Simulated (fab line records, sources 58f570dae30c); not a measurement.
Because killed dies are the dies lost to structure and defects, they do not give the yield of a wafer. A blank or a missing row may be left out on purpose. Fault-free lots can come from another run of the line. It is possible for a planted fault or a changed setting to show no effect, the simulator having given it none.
Matching of chambers :: flow berkeleyCmos170 :: 4 sister chambers for UCB170_SPACER_ETCHBACK_03 on rieDiel-03
The step etches SiO2 in CHF3/CF4/Ar, stops on Si, target depth 376 nm, time 100 s. 14 wafers are shown with their chamber, then 7 later ones without.

## EACH WAFER AND ITS CHAMBER
wafer: L183.3
chamber: 1
throttleValvePct (%): 6.40
runLengthS (s): 128.3
oesProductAu (a.u.): 0.882

wafer: L183.5
chamber: 0
throttleValvePct (%): 6.44
runLengthS (s): 129.0
oesProductAu (a.u.): 0.898

wafer: L183.6
chamber: 3
throttleValvePct (%): 6.24
runLengthS (s): 128.5
oesProductAu (a.u.): 0.879

wafer: L187.2
chamber: 0
throttleValvePct (%): 6.45
runLengthS (s): 128.5
oesProductAu (a.u.): 0.895

wafer: L187.4
chamber: 3
throttleValvePct (%): 6.25
runLengthS (s): 128.1
oesProductAu (a.u.): 0.903

wafer: L187.5
chamber: 0
throttleValvePct (%): 6.44
runLengthS (s): 128.7
oesProductAu (a.u.): 0.912

wafer: L189.1
chamber: 3
throttleValvePct (%): 6.23
runLengthS (s): 128.3
oesProductAu (a.u.): 0.882

wafer: L189.3
chamber: 0
throttleValvePct (%): 6.45
runLengthS (s): 129.0
oesProductAu (a.u.): 0.890

wafer: L189.6
chamber: 2
throttleValvePct (%): 6.39
runLengthS (s): 128.6
oesProductAu (a.u.): 0.908

wafer: L196.1
chamber: 1
throttleValvePct (%): 6.44
runLengthS (s): 128.2
oesProductAu (a.u.): 0.894

wafer: L196.2
chamber: 0
throttleValvePct (%): 6.45
runLengthS (s): 129.2
oesProductAu (a.u.): 0.892

wafer: L196.3
chamber: 3
throttleValvePct (%): 6.25
runLengthS (s): 128.5
oesProductAu (a.u.): 0.893

wafer: L199.1
chamber: 0
throttleValvePct (%): 6.45
runLengthS (s): 128.8
oesProductAu (a.u.): 0.887

wafer: L199.2
chamber: 2
throttleValvePct (%): 6.38
runLengthS (s): 128.7
oesProductAu (a.u.): 0.902

SIGNATURES, as means of the wafers listed above
reading: throttleValvePct
chamber 0: 6.4467
chamber 1: 6.4200
chamber 2: 6.3850
chamber 3: 6.2425
scatter within a chamber: 0.0112

reading: runLengthS
chamber 0: 128.867
chamber 1: 128.250
chamber 2: 128.650
chamber 3: 128.350
scatter within a chamber: 0.208

reading: oesProductAu
chamber 0: 0.89567
chamber 1: 0.88800
chamber 2: 0.90500
chamber 3: 0.88925
scatter within a chamber: 0.00919
Rule: for a wafer and a chamber, the distance is found by dividing, reading by reading, the gap between the wafer's reading and the chamber's mean by the reading's scatter, squaring, summing and taking the root. The wafer belongs to the nearest chamber; if the next one is less than 2 further off, it can't be placed. The scatter: the root of (the sum of the squares of (reading less its chamber's mean) over the shown wafers, divided by (wafers less chambers)).

## WAFERS WITH NO CHAMBER GIVEN
wafer: L199.3
throttleValvePct (%): 6.24
runLengthS (s): 128.2
oesProductAu (a.u.): 0.880

wafer: L201.3
throttleValvePct (%): 6.45
runLengthS (s): 129.0
oesProductAu (a.u.): 0.900

wafer: L201.5
throttleValvePct (%): 6.45
runLengthS (s): 128.5
oesProductAu (a.u.): 0.907

wafer: L201.6
throttleValvePct (%): 6.43
runLengthS (s): 128.2
oesProductAu (a.u.): 0.917

wafer: L202.2
throttleValvePct (%): 6.46
runLengthS (s): 128.6
oesProductAu (a.u.): 0.899

wafer: L202.3
throttleValvePct (%): 6.41
runLengthS (s): 128.3
oesProductAu (a.u.): 0.924

wafer: L202.4
throttleValvePct (%): 6.43
runLengthS (s): 128.2
oesProductAu (a.u.): 0.923

## WHICH CHAMBER EACH ONE RAN IN
wafer: L199.3
from the rows above: 3
in truth: 3

wafer: L201.3
from the rows above: 0
in truth: 0

wafer: L201.5
from the rows above: can't be placed: 0 or 1
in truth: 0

wafer: L201.6
from the rows above: can't be placed: 1 or 0 or 2
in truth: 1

wafer: L202.2
from the rows above: 0
in truth: 0

wafer: L202.3
from the rows above: can't be placed: 2 or 1 or 0
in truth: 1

wafer: L202.4
from the rows above: can't be placed: 1 or 0 or 2
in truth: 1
Correctly placed: 3 of 7. From these rows, 4 cannot be placed; in 4 the true chamber is one of the candidates. 0 placed wrongly.
